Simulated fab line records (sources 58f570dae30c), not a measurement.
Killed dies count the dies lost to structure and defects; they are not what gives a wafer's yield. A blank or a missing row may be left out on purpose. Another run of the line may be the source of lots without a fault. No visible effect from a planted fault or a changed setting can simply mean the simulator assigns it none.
Shared-tool check / flow berkeley_cmos170 / 13 lots, 39 wafers sampled

== WHY IT WAS OPENED ==
UCB170_ACTIVE_OVL_MEAS_14, reading ACTIVE_OVL: flagged on 4 of 13 lots. Fault-free wafers read -3 nm, with a standard deviation of 5.
Rule: a lot is flagged in two cases, either no wafer of it has a number, or all its wafers with numbers fall more than 4 standard deviations from that mean. The other lots count as sound.

lot=L187; measured=day 4 13:49; on=overlay-01; ACTIVE_OVL (nm), wafer by wafer=0 -6 -3; flag=
lot=L188; measured=day 4 23:25; on=overlay-02; ACTIVE_OVL (nm), wafer by wafer=0 -2 4; flag=
lot=L189; measured=day 5 11:33; on=overlay-01; ACTIVE_OVL (nm), wafer by wafer=8 -5 2; flag=
lot=L190; measured=day 5 12:04; on=overlay-02; ACTIVE_OVL (nm), wafer by wafer=2 -6 -4; flag=
lot=L191; measured=day 5 12:11; on=overlay-02; ACTIVE_OVL (nm), wafer by wafer=0 5 1; flag=
lot=L192; measured=day 5 18:41; on=overlay-02; ACTIVE_OVL (nm), wafer by wafer=-1 10 0; flag=
lot=L196; measured=day 7 03:17; on=overlay-01; ACTIVE_OVL (nm), wafer by wafer=-219 -228 -227; flag=FLAGGED
lot=L195; measured=day 7 03:25; on=overlay-02; ACTIVE_OVL (nm), wafer by wafer=-224 -225 -227; flag=FLAGGED
lot=L197; measured=day 7 03:34; on=overlay-01; ACTIVE_OVL (nm), wafer by wafer=-225 -221 -228; flag=FLAGGED
lot=L198; measured=day 7 15:03; on=overlay-01; ACTIVE_OVL (nm), wafer by wafer=-228 -229 -224; flag=FLAGGED
lot=L203; measured=day 8 13:10; on=overlay-02; ACTIVE_OVL (nm), wafer by wafer=4 -5 1; flag=
lot=L207; measured=day 10 08:23; on=overlay-01; ACTIVE_OVL (nm), wafer by wafer=-4 -6 -8; flag=
lot=L210; measured=day 11 01:06; on=overlay-01; ACTIVE_OVL (nm), wafer by wafer=9 -2 -1; flag=
The numbers of the flagged lots are -225 nm on average: -222 nm against the usual, or -44 standard deviations.

== LOT BY LOT: THE TOOL USED ==
The record keeps 1 process step preceding the reading, out of 331 steps on the route. Every cell lists first the tool, next ch and the chambers used by the sampled wafers, and last the start.
lot=L187; flag=; UCB170_ACTIVE_EXPOSE_10=krf_scanner-02 ch 0, day 4 13:19
lot=L188; flag=; UCB170_ACTIVE_EXPOSE_10=krf_scanner-02 ch 0, day 4 22:55
lot=L189; flag=; UCB170_ACTIVE_EXPOSE_10=krf_scanner-01 ch 0, day 5 11:00
lot=L190; flag=; UCB170_ACTIVE_EXPOSE_10=krf_scanner-02 ch 0, day 5 11:14
lot=L191; flag=; UCB170_ACTIVE_EXPOSE_10=krf_scanner-02 ch 0, day 5 11:22
lot=L192; flag=; UCB170_ACTIVE_EXPOSE_10=krf_scanner-01 ch 0, day 5 18:06
lot=L196; flag=FLAGGED; UCB170_ACTIVE_EXPOSE_10=krf_scanner-01 ch 0, day 7 02:47
lot=L195; flag=FLAGGED; UCB170_ACTIVE_EXPOSE_10=krf_scanner-01 ch 0, day 7 02:54
lot=L197; flag=FLAGGED; UCB170_ACTIVE_EXPOSE_10=krf_scanner-01 ch 0, day 7 03:02
lot=L198; flag=FLAGGED; UCB170_ACTIVE_EXPOSE_10=krf_scanner-01 ch 0, day 7 14:29
lot=L203; flag=; UCB170_ACTIVE_EXPOSE_10=krf_scanner-02 ch 0, day 8 12:38
lot=L207; flag=; UCB170_ACTIVE_EXPOSE_10=krf_scanner-02 ch 0, day 10 07:52
lot=L210; flag=; UCB170_ACTIVE_EXPOSE_10=krf_scanner-02 ch 0, day 11 00:35
What the steps here do:
- UCB170_ACTIVE_EXPOSE_10: exposes mask ACTIVE, target cd 1200 nm.
- UCB170_ACTIVE_OVL_MEAS_14

== FLAGGED AGAINST TOTAL, ONE TOOL AT A TIME (gauges that did the reading follow at the end) ==
step=UCB170_ACTIVE_EXPOSE_10; tool=krf_scanner-01; lots run=6; flagged=4; share of the flagged lots=all; sound lots run after its first flagged lot=0
step=UCB170_ACTIVE_EXPOSE_10; tool=krf_scanner-02; lots run=7; flagged=0; share of the flagged lots=none; sound lots run after its first flagged lot=-
step=UCB170_ACTIVE_OVL_MEAS_14; tool=overlay-01; lots run=7; flagged=3; share of the flagged lots=some; sound lots run after its first flagged lot=2 (L207,L210)
step=UCB170_ACTIVE_OVL_MEAS_14; tool=overlay-02; lots run=6; flagged=1; share of the flagged lots=some; sound lots run after its first flagged lot=1 (L203)

== THE TABLE: WHAT IT ALLOWS ==
Rows of the table that ran each flagged lot: 1, that is krf_scanner-01 at UCB170_ACTIVE_EXPOSE_10.
- krf_scanner-01 at UCB170_ACTIVE_EXPOSE_10: 4 of its 6 lots flagged. Last sound lot L192 at day 5 18:06, first flagged lot L196 at day 7 02:47; a fault beginning in between fits.
krf_scanner-01 at UCB170_ACTIVE_EXPOSE_10 is the single tool remaining.

== WHAT THE SIMULATOR HAD INSERTED ==
Scanner matching overlay: krf_scanner-01, from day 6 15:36 on, at UCB170_ACTIVE_EXPOSE_10. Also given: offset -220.
Struck lots among those shown: L196, L195, L197, L198. The same result came from the rule above.
